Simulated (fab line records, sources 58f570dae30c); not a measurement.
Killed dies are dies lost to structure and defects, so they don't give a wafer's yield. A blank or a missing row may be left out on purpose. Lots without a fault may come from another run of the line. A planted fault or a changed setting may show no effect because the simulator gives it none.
fab line records | flow berkeley_cmos170 | part 2 of 2: steps 36 to 49 of 49
record lots=5 wafers=15 last_day=12
route steps=331 shown ACTIVE@68 PFIELD@79 FIELD@89 SACOX@97 SCREENOX@100 NVT@104 PVT@115
lots that met no fault: from a run of the same line without faults
start_h: hours from the record's first day to the start of the lot's first wafer shown | wait_h: hours since the lot's step before | " the same as in the row above | L1.1+2: a row that stands for several wafers | - no value, or no start given | * or withheld: withheld | < > ~ a bound
route shown NAME@n: a module of which the file shows steps, and the number in the route of the first | usual: mean/standard deviation of fault-free wafers | same: alike in all rows | chamber/n: place in a boat | sites: the reading at each site | _std_site: their standard deviation | _edge_site: outer sites' mean less inner sites' | radius_mm: how far each site lies from the wafer's centre | mask NAME#n: copy n | behind: the tool/chamber that last shaped the wafer | hold: why the lot was held/for how many hours/how that ended | device: the transistor (n, p or np) that didn't switch | end of line: the same wafers' tests at the end of the route | a step without rows: its recipe alone | killed: dies lost to structure and defects at the first sort, not the wafer's yield | map: a wafer's dies, x killed, . not, _ none there
set.NAME: the setting as run; set.NAME@STEP: as run at that earlier step | model.NAME: the simulator's own value behind a step, which no gauge read
lots at some steps of the route; a table a step, a row a wafer
services: from which hour (start_h, from the record's first day; less than 0 if before it) a tool's chamber was out of use, for how many hours, and why
## steps
# step UCB170_SCREENOX_ANNEAL_03
# recipe temp_c=900 time_s=900 ambient=N2
# columns lot.wafer tool chamber start_h wait_h
L075.1+3+6 furnace-02 0 129.62 4.0
L076.2+3+6 furnace-02 0 129.62 4.0
L081.3+4+5 furnace-02 0 164.09 5.4
L088.3+4+5 furnace-04 0 200.08 5.7
L092.1+3+5 furnace-01 0 224.72 5.6
# step UCB170_NVT_HMDS_00
# recipe prime_time_s=60 prime_temp_c=100
# usual prime_temp_c=99.99/0.12
# columns lot.wafer tool chamber start_h wait_h prime_temp_c
L075.1 litho_track-02 0 131.18 0.3 99.78
L075.3 " 0 " " 100.20
L075.6 " 0 " " 100.15
L076.2 litho_track-04 0 131.29 0.4 99.87
L076.3 " 0 " " 99.96
L076.6 " 0 " " 100.07
L081.3 litho_track-01 0 165.73 0.4 99.96
L081.4 " 0 " " 99.98
L081.5 " 0 " " 100.08
L088.3 litho_track-04 0 201.38 0.1 99.92
L088.4 " 0 " " 99.95
L088.5 " 0 " " 100.24
L092.1 litho_track-01 0 226.21 0.2 100.05
L092.3 " 0 " " 99.88
L092.5 " 0 " " 100.02
# step UCB170_NVT_COAT_01
# recipe resist=KrF spin_rpm=1500 resist_thk_nm=900
# columns lot.wafer tool chamber start_h wait_h
L075.1+3+6 litho_track-02 0 131.33 0.1
L076.2+3+6 litho_track-04 0 131.44 0.1
L081.3+4+5 litho_track-01 0 165.88 0.1
L088.3+4+5 litho_track-04 0 201.53 0.1
L092.1+3+5 litho_track-01 0 226.36 0.1
# step UCB170_NVT_SOFTBAKE_02
# recipe resist=KrF temp_c=130 time_s=60
# columns lot.wafer tool chamber start_h wait_h
L075.1+3+6 litho_track-02 0 131.48 0.1
L076.2+3+6 litho_track-04 0 131.59 0.1
L081.3+4+5 litho_track-01 0 166.03 0.1
L088.3+4+5 litho_track-04 0 201.68 0.1
L092.1+3+5 litho_track-01 0 226.51 0.1
# step UCB170_NVT_EXPOSE_03
# recipe mask_id=PWELL target_cd_nm=3000 na=0.5 sigma_outer=0.6 source_shape=conventional dose_mj=30
# columns lot.wafer tool chamber start_h wait_h mask
L075.1+3+6 krf_scanner-02 0 131.88 0.4 PWELL#0
L076.2+3+6 krf_scanner-02 0 132.02 0.4 PWELL#0
L081.3+4+5 krf_scanner-02 0 166.51 0.5 PWELL#0
L088.3+4+5 krf_scanner-01 0 201.94 0.2 PWELL#0
L092.1+3+5 krf_scanner-02 0 226.91 0.4 PWELL#0
# step UCB170_NVT_PEB_04
# recipe peb_temp_c=130 peb_time_s=withheld resist=KrF
# columns lot.wafer tool chamber start_h wait_h
L075.1+3+6 litho_track-02 0 132.08 0.2
L076.2+3+6 litho_track-02 0 132.38 0.3
L081.3+4+5 litho_track-01 0 166.91 0.4
L088.3+4+5 litho_track-01 0 202.50 0.5
L092.1+3+5 litho_track-04 0 227.02 0.1
# step UCB170_NVT_DEVELOP_05
# recipe developer=TMAH develop_time_s=45 resist=KrF dev_temp_c=20.21
# columns lot.wafer tool chamber start_h wait_h
L075.1+3+6 litho_track-02 0 - -
L076.2+3+6 litho_track-02 0 - -
L081.3+4+5 litho_track-01 0 - -
L088.3+4+5 litho_track-01 0 - -
L092.1+3+5 litho_track-04 0 - -
# step UCB170_NVT_OVL_MEAS_06
# usual NVT_OVL=3/6.3
# columns lot.wafer tool chamber start_h wait_h NVT_OVL[nm]
L075.1 overlay-01 - 132.35 - -3
L075.3 " - " " 9
L075.6 " - " " 9
L076.2 overlay-02 - 132.63 - 0
L076.3 " - " " 5
L076.6 " - " " 1
L081.3 overlay-01 - 167.15 - 7
L081.4 " - " " -1
L081.5 " - " " 3
L088.3 overlay-01 - 202.73 - -9
L088.4 " - " " -4
L088.5 " - " " 5
L092.1 overlay-01 - 227.30 - 6
L092.3 " - " " 1
L092.5 " - " " 6
# step UCB170_NVT_IMPLANT_07
# recipe species=BF2 dose_cm2=3.026e+12 energy_kev=50 tilt_deg=7
# columns lot.wafer tool chamber start_h wait_h
L075.1+3+6 implanter-02 0 132.39 0.0
L076.2+3+6 implanter-04 0 132.69 0.0
L081.3+4+5 implanter-01 0 167.22 0.1
L088.3+4+5 implanter-04 0 202.81 0.1
L092.1+3+5 implanter-02 0 227.34 0.0
# step UCB170_NVT_STRIP_08
# recipe chemistry=O2 power_w=400 pressure_mtorr=3500 platen_temp_c=withheld o2_flow_sccm=400 overash_fraction=0.5
# usual drypump_motor_current_A=5.7/0.59 oes_product_au=0.735/0.0048 strip_time_to_endpoint_s=21.65/0.067
# columns lot.wafer tool chamber start_h wait_h drypump_motor_current_A oes_product_au rf_hours_counter_h strip_time_to_endpoint_s
L075.1 plasma_asher-01 1 132.54 0.1 5.6 0.725 40 21.52
L075.3 " 1 " " 5.6 0.732 - 21.60
L075.6 " 0 " " 5.0 0.740 - 21.56
L076.2 plasma_asher-02 0 132.81 0.1 6.7 0.735 38 21.68
L076.3 " 0 " " 6.7 0.732 - 21.72
L076.6 " 1 " " 6.1 0.733 - 21.71
L081.3 plasma_asher-03 0 167.35 0.1 5.7 0.734 - 21.69
L081.4 " 1 " " 5.1 0.746 - 21.66
L081.5 " 0 " " 5.7 0.728 - 21.65
L088.3 plasma_asher-03 0 202.94 0.1 5.8 0.729 - 21.72
L088.4 " 1 " " 5.1 0.736 - 21.70
L088.5 " 0 " " 5.7 0.738 - 21.70
L092.1 plasma_asher-01 0 227.49 0.1 5.0 0.728 50 21.78
L092.3 " 1 " " 5.6 0.727 - 21.69
L092.5 " 1 " " 5.6 0.731 - 21.79
# step UCB170_NVT_TW_MEAS_09
# usual NVT_TW=525.5/2.7
# columns lot.wafer tool chamber start_h wait_h NVT_TW
L075.1 film_metro-02 - 132.64 0.1 524.4
L075.3 " - " " 526.5
L075.6 " - " " 527.0
L076.2 film_metro-02 - 132.92 0.1 524.1
L076.3 " - " " 521.1
L076.6 " - " " 526.5
L081.3 film_metro-04 - 167.44 0.1 527.9
L081.4 " - " " 526.7
L081.5 " - " " 527.9
L088.3 film_metro-03 - 203.03 0.1 528.2
L088.4 " - " " 527.0
L088.5 " - " " 527.5
L092.1 film_metro-02 - 227.59 0.1 525.0
L092.3 " - " " 524.7
L092.5 " - " " 525.0
# step UCB170_NVT_CLEAN_10
# recipe chemistry=SPM temp_c=120 time_s=600
# columns lot.wafer tool chamber start_h wait_h
L075.1+3+6 wet_bench-02 3 132.76 0.1
L076.2+3+6 wet_bench-04 2 132.97 0.0
L081.3+4+5 wet_bench-02 3 167.54 0.1
L088.3+4+5 wet_bench-01 2 203.07 0.0
L092.1+3+5 wet_bench-04 2 227.65 0.1
# step UCB170_PVT_HMDS_00
# recipe prime_time_s=60 prime_temp_c=100
# usual prime_temp_c=100.01/0.13
# columns lot.wafer tool chamber start_h wait_h prime_temp_c
L075.1 litho_track-03 0 133.40 0.5 99.92
L075.3 " 0 " " 99.70
L075.6 " 0 " " 100.04
L076.2 litho_track-03 0 133.87 0.6 100.08
L076.3 " 0 " " 100.06
L076.6 " 0 " " 99.91
L081.3 litho_track-02 0 168.32 0.6 99.95
L081.4 " 0 " " 99.84
L081.5 " 0 " " 100.01
L088.3 litho_track-01 0 203.31 0.1 100.16
L088.4 " 0 " " 99.94
L088.5 " 0 " " 99.86
L092.1 litho_track-01 0 228.16 0.3 100.02
L092.3 " 0 " " 100.12
L092.5 " 0 " " 99.89
# step UCB170_PVT_COAT_01
# recipe resist=KrF spin_rpm=1500 resist_thk_nm=900
# columns lot.wafer tool chamber start_h wait_h
L075.1+3+6 litho_track-03 0 133.55 0.1
L076.2+3+6 litho_track-03 0 134.02 0.1
L081.3+4+5 litho_track-02 0 168.47 0.1
L088.3+4+5 litho_track-01 0 203.46 0.1
L092.1+3+5 litho_track-01 0 228.31 0.1
## services
# columns tool chamber start_h hours kind
furnace-04 - 68.85 3.6 pm
rie_diel-02 - 82.03 2.8 pm
implanter-02 - 84.01 0.9 repair
implanter-02 - 87.88 5.3 repair
krf_scanner-02 - 89.97 1.0 pm
krf_scanner-01 - 96.24 1.3 pm
rie_diel-04 0 96.29 3.9 repair
plasma_asher-04 - 97.29 3.2 repair
implanter-01 - 98.42 1.2 repair
furnace-02 - 100.19 4.2 pm
plasma_asher-03 - 131.13 5.6 repair
implanter-01 - 133.78 3.1 repair
krf_scanner-02 - 140.20 0.2 repair
krf_scanner-02 - 141.34 11.6 pm
furnace-02 - 150.36 3.9 pm
krf_scanner-01 - 152.89 1.0 pm
krf_scanner-02 - 171.71 0.8 pm
krf_scanner-01 - 175.98 0.8 pm
implanter-01 - 179.49 2.7 repair
krf_scanner-02 - 184.67 1.3 pm
plasma_asher-01 - 186.51 3.5 repair
implanter-02 - 200.41 6.6 repair
implanter-02 - 218.01 5.5 repair
furnace-04 - 224.40 3.9 pm
